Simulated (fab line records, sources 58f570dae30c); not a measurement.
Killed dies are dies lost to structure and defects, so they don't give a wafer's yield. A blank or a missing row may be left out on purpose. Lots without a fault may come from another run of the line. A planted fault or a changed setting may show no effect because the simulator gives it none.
fab line records | flow berkeley_cmos170
record lots=5 wafers=15 last_day=12
route steps=331 shown M3@319
lots that met no fault: from a run of the same line without faults
start_h: hours from the record's first day to the start of the lot's first wafer shown | wait_h: hours since the lot's step before | " the same as in the row above | L1.1+2: a row that stands for several wafers | - no value, or no start given | * or withheld: withheld | < > ~ a bound
route shown NAME@n: a module of which the file shows steps, and the number in the route of the first | usual: mean/standard deviation of fault-free wafers | same: alike in all rows | chamber/n: place in a boat | sites: the reading at each site | _std_site: their standard deviation | _edge_site: outer sites' mean less inner sites' | radius_mm: how far each site lies from the wafer's centre | mask NAME#n: copy n | behind: the tool/chamber that last shaped the wafer | hold: why the lot was held/for how many hours/how that ended | device: the transistor (n, p or np) that didn't switch | end of line: the same wafers' tests at the end of the route | a step without rows: its recipe alone | killed: dies lost to structure and defects at the first sort, not the wafer's yield | map: a wafer's dies, x killed, . not, _ none there
set.NAME: the setting as run; set.NAME@STEP: as run at that earlier step | model.NAME: the simulator's own value behind a step, which no gauge read
lots at some steps of the route; a table a step, a row a wafer
services: from which hour (start_h, from the record's first day; less than 0 if before it) a tool's chamber was out of use, for how many hours, and why
## steps
# step UCB170_M3_COAT_10
# recipe resist=KrF spin_rpm=1500 resist_thk_nm=900
# usual exhaust_pa=45.0/0.84
# columns lot.wafer tool chamber start_h wait_h exhaust_pa
L079.2 litho_track-04 0 - - 43.8
L079.4 " 0 " " 45.7
L079.5 " 0 " " 45.5
L080.1 litho_track-02 0 - - 44.1
L080.2 " 0 " " 44.4
L080.5 " 0 " " 43.4
L081.2 litho_track-04 0 - - 45.7
L081.5 " 0 " " 44.2
L081.6 " 0 " " 45.0
L093.3 litho_track-01 0 - - 45.8
L093.4 " 0 " " 44.2
L093.5 " 0 " " 43.1
L095.1 litho_track-01 0 - - 46.0
L095.2 " 0 " " 45.8
L095.5 " 0 " " 44.2
# step UCB170_M3_SOFTBAKE_11
# recipe resist=KrF temp_c=130 time_s=60
# usual exhaust_pa=45.3/0.83
# columns lot.wafer tool chamber start_h wait_h exhaust_pa
L079.2 litho_track-04 0 - - 43.9
L079.4 " 0 " " 43.9
L079.5 " 0 " " 45.9
L080.1 litho_track-02 0 - - 45.9
L080.2 " 0 " " 44.6
L080.5 " 0 " " 44.7
L081.2 litho_track-04 0 - - 47.4
L081.5 " 0 " " 47.2
L081.6 " 0 " " 47.7
L093.3 litho_track-01 0 - - 46.1
L093.4 " 0 " " 46.5
L093.5 " 0 " " 46.1
L095.1 litho_track-01 0 - - 46.2
L095.2 " 0 " " 45.9
L095.5 " 0 " " 47.0
# step UCB170_M3_EXPOSE_12
# recipe mask_id=METAL3 target_cd_nm=700 na=0.5 sigma_outer=0.6 source_shape=conventional dose_mj=26
# same sigma_outer=0.6
# columns lot.wafer tool chamber start_h wait_h mask
L079.2+4+5 krf_scanner-02 0 181.03 - METAL3#0
L080.1+2+5 krf_scanner-02 0 196.63 - METAL3#0
L081.2+5+6 krf_scanner-02 0 197.27 - METAL3#0
L093.3+4+5 krf_scanner-01 0 251.14 - METAL3#0
L095.1+2+5 krf_scanner-02 0 276.77 - METAL3#0
# step UCB170_M3_PEB_13
# recipe peb_temp_c=130 peb_time_s=withheld resist=KrF
# usual exhaust_pa=44.9/0.8
# columns lot.wafer tool chamber start_h wait_h exhaust_pa
L079.2 litho_track-02 0 181.31 0.3 45.3
L079.4 " 0 " " 44.6
L079.5 " 0 " " 43.4
L080.1 litho_track-04 0 197.14 0.5 45.2
L080.2 " 0 " " 46.1
L080.5 " 0 " " 47.0
L081.2 litho_track-01 0 197.88 0.6 43.6
L081.5 " 0 " " 44.9
L081.6 " 0 " " 44.4
L093.3 litho_track-02 0 251.49 0.3 44.9
L093.4 " 0 " " 45.8
L093.5 " 0 " " 45.8
L095.1 litho_track-02 0 277.32 0.5 44.8
L095.2 " 0 " " 44.4
L095.5 " 0 " " 44.6
# step UCB170_M3_DEVELOP_14
# recipe developer=TMAH develop_time_s=45 resist=KrF dev_temp_c=21
# usual exhaust_pa=44.8/0.9
# columns lot.wafer tool chamber start_h wait_h exhaust_pa
L079.2 litho_track-02 0 - - 43.1
L079.4 " 0 " " 44.1
L079.5 " 0 " " 43.7
L080.1 litho_track-04 0 - - 45.9
L080.2 " 0 " " 45.4
L080.5 " 0 " " 46.3
L081.2 litho_track-01 0 - - 44.3
L081.5 " 0 " " 43.6
L081.6 " 0 " " 44.3
L093.3 litho_track-02 0 - - 45.4
L093.4 " 0 " " 45.3
L093.5 " 0 " " 45.2
L095.1 litho_track-02 0 - - 44.3
L095.2 " 0 " " 43.8
L095.5 " 0 " " 45.8
# step UCB170_M3_CD_MEAS_15
# recipe target_cd_nm=700
# usual cd_nm=700.0/1.3
# columns lot.wafer tool chamber start_h wait_h cd_nm
L079.2 cd_sem-01 - 181.63 - 699.1
L079.4 " - " " 699.5
L079.5 " - " " 698.6
L080.1 cd_sem-02 - 197.41 - 699.8
L080.2 " - " " 699.3
L080.5 " - " " 699.6
L081.2 cd_sem-02 - 198.15 - 697.3
L081.5 " - " " 697.2
L081.6 " - " " 698.2
L093.3 cd_sem-02 - 251.76 - 700.5
L093.4 " - " " 700.6
L093.5 " - " " 701.8
L095.1 cd_sem-02 - 277.60 - 699.9
L095.2 " - " " 701.4
L095.5 " - " " 699.7
# step UCB170_M3_OVL_MEAS_16
# usual M3_OVL=1/4.5
# columns lot.wafer tool chamber start_h wait_h M3_OVL[nm]
L079.2 overlay-01 - 181.73 0.1 -4
L079.4 " - " " -7
L079.5 " - " " -3
L080.1 overlay-01 - 197.53 0.1 -5
L080.2 " - " " 1
L080.5 " - " " 0
L081.2 overlay-01 - 198.26 0.1 -2
L081.5 " - " " 1
L081.6 " - " " 6
L093.3 overlay-01 - 251.85 0.1 -3
L093.4 " - " " -2
L093.5 " - " " -4
L095.1 overlay-01 - 277.72 0.1 -3
L095.2 " - " " 1
L095.5 " - " " -4
# step UCB170_M3_ETCH_17
# recipe chemistry=N2/H2 target_depth_a=withheld overetch_a=withheld target=BARC time_s=withheld source_w=500 bias_w=100 pressure_mtorr=30 n2_flow_sccm=100 h2_flow_sccm=200
# usual bias_w=100.0/0.3 drypump_motor_current_A=5.7/0.4 n2_flow_sccm=100.04/0.29 oes_product_au=1.001/0.016 throttle_valve_pct=13.16/0.22
# columns lot.wafer tool chamber start_h wait_h bias_w drypump_motor_current_A n2_flow_sccm oes_product_au throttle_valve_pct
L079.2 rie_diel-01 2 181.76 0.0 99.5 6.3 99.74 1.028 12.95
L079.4 " 0 " " 100.0 5.3 99.92 1.007 13.30
L079.5 " 2 " " 100.1 6.4 99.81 1.020 12.95
L080.1 rie_diel-01 2 197.57 0.0 99.6 6.3 100.14 1.015 12.96
L080.2 " 0 " " 99.6 5.3 100.06 1.001 13.32
L080.5 " 0 " " 99.9 5.3 100.12 1.004 13.33
L081.2 rie_diel-04 1 198.29 0.0 99.7 5.9 100.05 0.999 13.04
L081.5 " 0 " " 100.0 5.4 100.47 0.975 12.99
L081.6 " 3 " " 99.7 6.3 99.90 1.018 12.93
L093.3 rie_diel-04 3 251.87 0.0 100.0 6.3 99.54 1.006 12.93
L093.4 " 2 " " 99.5 5.8 100.65 0.992 13.53
L093.5 " 2 " " 99.6 5.8 100.12 0.989 13.53
L095.1 rie_diel-04 2 277.75 0.0 100.3 5.8 100.15 0.997 13.51
L095.2 " 3 " " 100.0 6.3 99.47 1.009 12.93
L095.5 " 0 " " 100.0 5.4 99.67 0.973 12.99
# step UCB170_M3_METAL_ETCH_18
# recipe chemistry=Cl2/BCl3 target=Al stop_on=SiO2 pressure_mtorr=12 target_depth_a=11700 over_etch_frac=0.3 time_s=195 icp_w=600 bias_w=120 Cl2_flow_sccm=90 bcl3_flow_sccm=45
# usual bcl3_flow_sccm=45.02/0.14 bias_w=120.0/0.37 drypump_motor_current_A=5.6/0.57 oes_product_au=0.850/0.016 throttle_valve_pct=24.27/0.2
# same over_etch_frac=0.3
# columns lot.wafer tool chamber start_h wait_h bcl3_flow_sccm bias_w drypump_motor_current_A oes_product_au rf_hours_counter_h throttle_valve_pct
L079.2 rie_metal-02 0 181.81 - 44.86 119.8 5.2 0.846 8 24.33
L079.4 " 0 " " 44.81 120.0 5.3 0.846 - 24.32
L079.5 " 1 " " 44.98 119.5 5.2 0.857 - 24.65
L080.1 rie_metal-04 1 197.61 - 45.07 120.6 6.6 0.848 7 24.36
L080.2 " 0 " " 45.11 119.9 5.0 0.835 3 23.96
L080.5 " 0 " " 44.94 120.4 5.0 0.832 - 23.95
L081.2 rie_metal-01 0 198.33 - 45.01 120.3 5.4 0.854 7 24.37
L081.5 " 1 " " 45.23 120.1 5.8 0.864 - 24.21
L081.6 " 0 " " 44.84 119.3 5.4 0.850 - 24.38
L093.3 rie_metal-04 0 251.98 - 45.19 119.6 5.0 0.824 - 23.96
L093.4 " 1 " " 45.28 119.8 6.6 0.844 - 24.33
L093.5 " 0 " " 45.16 120.2 5.1 0.824 - 23.95
L095.1 rie_metal-04 0 277.80 - 45.11 120.4 5.0 0.827 5 23.96
L095.2 " 1 " " 45.02 119.5 6.5 0.846 10 24.34
L095.5 " 0 " " 45.00 120.4 5.0 0.827 - 23.95
# step UCB170_M3_STRIP_19
# recipe chemistry=O2 power_w=400 pressure_mtorr=3500 platen_temp_c=withheld o2_flow_sccm=400 overash_fraction=0.5
# usual drypump_motor_current_A=5.7/0.5 oes_product_au=0.538/0.011
# columns lot.wafer tool chamber start_h wait_h drypump_motor_current_A oes_product_au rf_hours_counter_h
L079.2 plasma_asher-01 1 181.99 0.1 6.5 0.525 7
L079.4 " 1 " " 6.4 0.525 -
L079.5 " 1 " " 6.5 0.523 -
L080.1 plasma_asher-04 1 197.80 0.1 5.0 0.559 51
L080.2 " 0 " " 6.0 0.546 51
L080.5 " 1 " " 5.0 0.537 -
L081.2 plasma_asher-01 0 198.52 0.1 5.9 0.547 10
L081.5 " 0 " " 5.9 0.540 -
L081.6 " 1 " " 6.5 0.541 -
L093.3 plasma_asher-01 0 252.14 0.1 6.0 0.535 -
L093.4 " 1 " " 6.5 0.534 -
L093.5 " 1 " " 6.5 0.538 -
L095.1 plasma_asher-04 0 277.98 0.1 5.9 0.537 60
L095.2 " 1 " " 5.0 0.528 60
L095.5 " 1 " " 5.0 0.525 -
# step UCB170_M3_CD_MEAS_90
# recipe target_cd_nm=700
# usual cd_nm=700.4/2.9
# columns lot.wafer tool chamber start_h wait_h cd_nm
L079.2 cd_sem-02 - 182.11 0.1 699.7
L079.4 " - " " 696.7
L079.5 " - " " 699.1
L080.1 cd_sem-01 - 197.90 0.1 701.9
L080.2 " - " " 697.5
L080.5 " - " " 700.6
L081.2 cd_sem-01 - 198.69 0.1 695.7
L081.5 " - " " 703.6
L081.6 " - " " 699.4
L093.3 cd_sem-02 - 252.24 0.1 701.0
L093.4 " - " " 702.0
L093.5 " - " " 701.7
L095.1 cd_sem-02 - 278.11 0.1 702.4
L095.2 " - " " 702.9
L095.5 " - " " 703.7
# step UCB170_M3_BOW_MEAS_20
# recipe mode=bow
# usual M3_BOW=35/7
# columns lot.wafer tool chamber start_h wait_h M3_BOW[um]
L079.2 film_metro-01 - 182.23 0.1 35
L079.4 " - " " 28
L079.5 " - " " 37
L080.1 film_metro-02 - 198.02 0.1 47
L080.2 " - " " 43
L080.5 " - " " 25
L081.2 film_metro-02 - 198.81 0.1 35
L081.5 " - " " 34
L081.6 " - " " 30
L093.3 film_metro-04 - 252.36 0.1 32
L093.4 " - " " 33
L093.5 " - " " 46
L095.1 film_metro-01 - 278.23 0.1 36
L095.2 " - " " 43
L095.5 " - " " 36
## services
# columns tool chamber start_h hours kind
krf_scanner-01 - 162.12 6.0 pm
plasma_asher-04 - 176.20 0.8 repair
rie_diel-01 3 180.24 - clean
rie_diel-01 3 180.24 25.2 scheduled_down
rie_diel-01 3 180.24 25.2 vent_cycle
krf_scanner-01 - 182.18 3.6 pm
krf_scanner-01 - 191.02 2.2 repair
krf_scanner-01 - 195.79 4.0 pm
rie_metal-02 - 207.76 28.1 pm
rie_diel-04 3 220.07 9.5 repair
krf_scanner-02 - 229.80 1.3 pm
krf_scanner-01 - 231.13 1.0 pm
plasma_asher-04 - 231.42 2.1 repair
krf_scanner-01 - 232.13 0.8 pm
krf_scanner-01 0 233.53 - calibration
rie_diel-01 3 247.09 3.1 repair
rie_diel-04 0 253.20 14.0 repair
krf_scanner-02 - 265.79 1.0 pm
krf_scanner-02 - 275.32 0.8 pm
krf_scanner-01 - 276.07 1.3 pm
## key
fault none
